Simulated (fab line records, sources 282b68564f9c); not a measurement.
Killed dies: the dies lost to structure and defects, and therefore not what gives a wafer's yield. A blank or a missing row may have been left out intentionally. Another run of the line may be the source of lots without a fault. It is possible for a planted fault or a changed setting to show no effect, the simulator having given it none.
Which of the tools did it? + flow ritCmos + Sampling: 15 lots, 45 wafers, 2 of 202 route steps

== WHAT THE GAUGES SHOWED, per wafer ==
RIT_M1_OVL_MEAS_10. Usual: M1_OVL -1.5 nm, standard deviation 1.5.
| lot  | measured    | on         | M1_OVL (nm)    | flag |
|------|-------------|------------|----------------|------|
| L374 | day 3 13:22 | overlay-02 | -3.9 -2.5 -3.3 |      |
| L375 | day 3 16:03 | overlay-02 | -2.0 -3.0 -0.7 |      |
| L376 | day 3 19:03 | overlay-02 | 1.1 2.2 0.1    |      |
| L377 | day 4 02:55 | overlay-01 | -0.5 -0.7 -2.1 |      |
| L378 | day 4 05:17 | overlay-01 | -4.7 -4.8 -3.0 |      |
| L379 | day 4 11:52 | overlay-01 | -2.0 -2.0 -1.3 |      |
| L380 | day 4 14:56 | overlay-01 | -3.1 -2.5 -1.3 |      |
| L382 | day 5 06:08 | overlay-02 | 5.3 3.2 2.9    | OFF  |
| L386 | day 6 02:41 | overlay-01 | 3.5 4.1 4.5    | OFF  |
| L388 | day 6 11:53 | overlay-02 | 5.6 4.3 4.5    | OFF  |
| L389 | day 6 15:01 | overlay-02 | 4.4 5.1 4.5    | OFF  |
| L390 | day 6 20:37 | overlay-01 | -1.4 -2.0 -2.6 |      |
| L391 | day 7 01:47 | overlay-01 | -3.3 -3.4 -2.9 |      |
| L392 | day 7 05:46 | overlay-02 | 0.5 0.5 -0.6   |      |
| L393 | day 7 11:34 | overlay-01 | -1.2 -2.1 -0.2 |      |

== EACH LOT AND THE TOOL THAT RAN IT (in order: tool; ch and the chambers of the sampled wafers; start) ==
| lot  | RIT_M1_EXPOSE_06                  |
|------|-----------------------------------|
| L374 | ilineStepper-01 ch 0, day 3 12:49 |
| L375 | ilineStepper-02 ch 0, day 3 15:30 |
| L376 | ilineStepper-02 ch 0, day 3 18:31 |
| L377 | ilineStepper-02 ch 0, day 4 02:22 |
| L378 | ilineStepper-01 ch 0, day 4 04:44 |
| L379 | ilineStepper-02 ch 0, day 4 11:17 |
| L380 | ilineStepper-02 ch 0, day 4 14:24 |
| L382 | ilineStepper-02 ch 0, day 5 05:35 |
| L386 | ilineStepper-02 ch 0, day 6 02:11 |
| L388 | ilineStepper-02 ch 0, day 6 11:20 |
| L389 | ilineStepper-02 ch 0, day 6 14:30 |
| L390 | ilineStepper-01 ch 0, day 6 20:05 |
| L391 | ilineStepper-01 ch 0, day 7 01:16 |
| L392 | ilineStepper-01 ch 0, day 7 05:13 |
| L393 | ilineStepper-01 ch 0, day 7 11:02 |
- RIT_M1_EXPOSE_06: exposes mask M12, target cd 2600 nm.

== WHAT THE TOOLS THEMSELVES READ (means of the sampled wafers that have a number; where no wafer has one, the mark that the record gives instead) ==
RIT_M1_EXPOSE_06. Usual: exposureDoseMJCm2 reads 249.97 (standard deviation 0.25).
| lot  | tool            | exposureDoseMJCm2 | flag |
|------|-----------------|-------------------|------|
| L374 | ilineStepper-01 | 250.09            |      |
| L375 | ilineStepper-02 | 249.92            |      |
| L376 | ilineStepper-02 | 249.98            |      |
| L377 | ilineStepper-02 | 250.08            |      |
| L378 | ilineStepper-01 | 250.08            |      |
| L379 | ilineStepper-02 | 249.48            |      |
| L380 | ilineStepper-02 | 250.04            |      |
| L382 | ilineStepper-02 | 249.92            |      |
| L386 | ilineStepper-02 | 250.05            |      |
| L388 | ilineStepper-02 | 250.33            |      |
| L389 | ilineStepper-02 | 249.82            |      |
| L390 | ilineStepper-01 | 250.09            |      |
| L391 | ilineStepper-01 | 250.28            |      |
| L392 | ilineStepper-01 | 249.99            |      |
| L393 | ilineStepper-01 | 249.90            |      |

== THE ANSWER, worked out from the rows above alone ==
Rule: take the mean of a lot's wafers that have a number; if it is more than 3 standard deviations from the usual mean, the lot is off. A lot without any number at a reading at which 4 lots or more have one is off too. Any other lot the step has rows for is counted as sound. After the gauges, taken in route order, come the tools' own readings; for these a lot's mean is taken, as printed above. The first step at which some lot is off is used, and at that step the reading that is off furthest; a lot without a number counts as furthest.
Off: L382, L386, L388, L389, at RIT_M1_OVL_MEAS_10 (M1_OVL).
If a tool, at a process step before that reading, ran all the lots that are off and no sound lot after the first of them, it fits. The gauges at RIT_M1_OVL_MEAS_10 are tried like those tools. One candidate fits, namely ilineStepper-02 at RIT_M1_EXPOSE_06. Its last sound lot is L380 (day 4 14:24), its first lot that is off L382 (day 5 05:35): a fault that began between those two fits.

== WHAT HAD BEEN PUT IN BY THE SIMULATOR ==
Scanner matching overlay: ilineStepper-02, from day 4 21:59 on, at RIT_M1_EXPOSE_06. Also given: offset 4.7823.
Lots struck among those shown: L382, L386, L388, L389. The rule above reached the same finding.
